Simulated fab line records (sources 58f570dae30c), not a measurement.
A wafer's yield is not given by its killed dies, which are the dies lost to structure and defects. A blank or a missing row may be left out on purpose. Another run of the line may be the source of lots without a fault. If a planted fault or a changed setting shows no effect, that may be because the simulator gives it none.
Which tool was responsible? | flow berkeley cmos170 | 6 lots with 18 wafers sampled at 4 steps, on a route of 331 steps

WHAT THE GAUGES SHOWED, per wafer
UCB170_NSD_CD_MEAS_06: target cd 1200 nm.
lot  | measured     | on        | cd nm (nm)
L814 | day 8 08:37  | cd sem-02 | 1201.1 1199.3 1201.1
L815 | day 8 19:35  | cd sem-01 | 1201.7 1202.7 1202.4
L817 | day 9 00:14  | cd sem-01 | 1200.9 1201.5 1199.7
L819 | day 9 00:58  | cd sem-01 | 1198.7 1199.8 1200.0
L824 | day 10 07:04 | cd sem-02 | - - -
L835 | day 14 01:09 | cd sem-02 | 1197.6 1196.7 1196.9

EACH LOT AND THE TOOL THAT RAN IT (in order: tool; ch and the chambers of the sampled wafers; start)
lot  | UCB170_NLDD_STRIP_10                | UCB170_SPACER_CVD_00           | UCB170_NSD_EXPOSE_03
L814 | plasma asher-01 ch 0,1, day 7 20:19 | pecvd-04 ch 0,1,2, day 7 20:37 | krf scanner-02 ch 0, day 8 07:55
L815 | plasma asher-01 ch 0, day 8 10:10   | pecvd-01 ch 0,1,2, day 8 10:29 | krf scanner-01 ch 0, day 8 19:11
L817 | plasma asher-04 ch 0,1, day 8 15:02 | pecvd-04 ch 0,1,2, day 8 15:22 | krf scanner-01 ch 0, day 8 23:46
L819 | plasma asher-01 ch 1, day 8 15:52   | pecvd-02 ch 0,1, day 8 16:13   | krf scanner-01 ch 0, day 9 00:34
L824 | plasma asher-01 ch 0,1, day 9 20:41 | pecvd-02 ch 0,2, day 9 21:04   | krf scanner-02 ch 0, day 10 06:41
L835 | plasma asher-04 ch 0, day 13 10:49  | pecvd-04 ch 0,2, day 13 11:10  | krf scanner-01 ch 0, day 14 00:16
- UCB170_NLDD_STRIP_10: strips in O2.
- UCB170_SPACER_CVD_00: deposits SiO2 from TEOS/O2, target thk 376 nm, time 47 s.
- UCB170_NSD_EXPOSE_03: exposes mask NSELECT MOD, target cd 1200 nm.

THE ANSWER, worked out from the rows above alone
Rule: the usual values come from the lots themselves. The widest of any qualifying gaps counts: lots, ordered by their means at a reading, are off when they make up no more than a third of the lots, leave a main group of 4 or more, and stand apart from it by 3 or more times the standard deviation of that group's means. A main group is skipped when, at the precision printed for the reading in the tables above, its means are all equal. A lot without any number at a reading at which 4 lots or more have one is off too. Any other lot the step has rows for is counted as sound.
Off, at UCB170_NSD_CD_MEAS_06 on cd nm: L824. Without a number there: L824. The main group: mean 1200.0 nm, standard deviation 1.7.
If a tool, at a process step before that reading, ran all the lots that are off and no sound lot after the first of them, it fits. The gauges at UCB170_NSD_CD_MEAS_06 are tried like those tools. Can't be told from this: 3 tools fit, plasma asher-01 at UCB170_NLDD_STRIP_10, pecvd-02 at UCB170_SPACER_CVD_00, krf scanner-02 at UCB170_NSD_EXPOSE_03.

WHAT THE SIMULATOR HAD PUT IN
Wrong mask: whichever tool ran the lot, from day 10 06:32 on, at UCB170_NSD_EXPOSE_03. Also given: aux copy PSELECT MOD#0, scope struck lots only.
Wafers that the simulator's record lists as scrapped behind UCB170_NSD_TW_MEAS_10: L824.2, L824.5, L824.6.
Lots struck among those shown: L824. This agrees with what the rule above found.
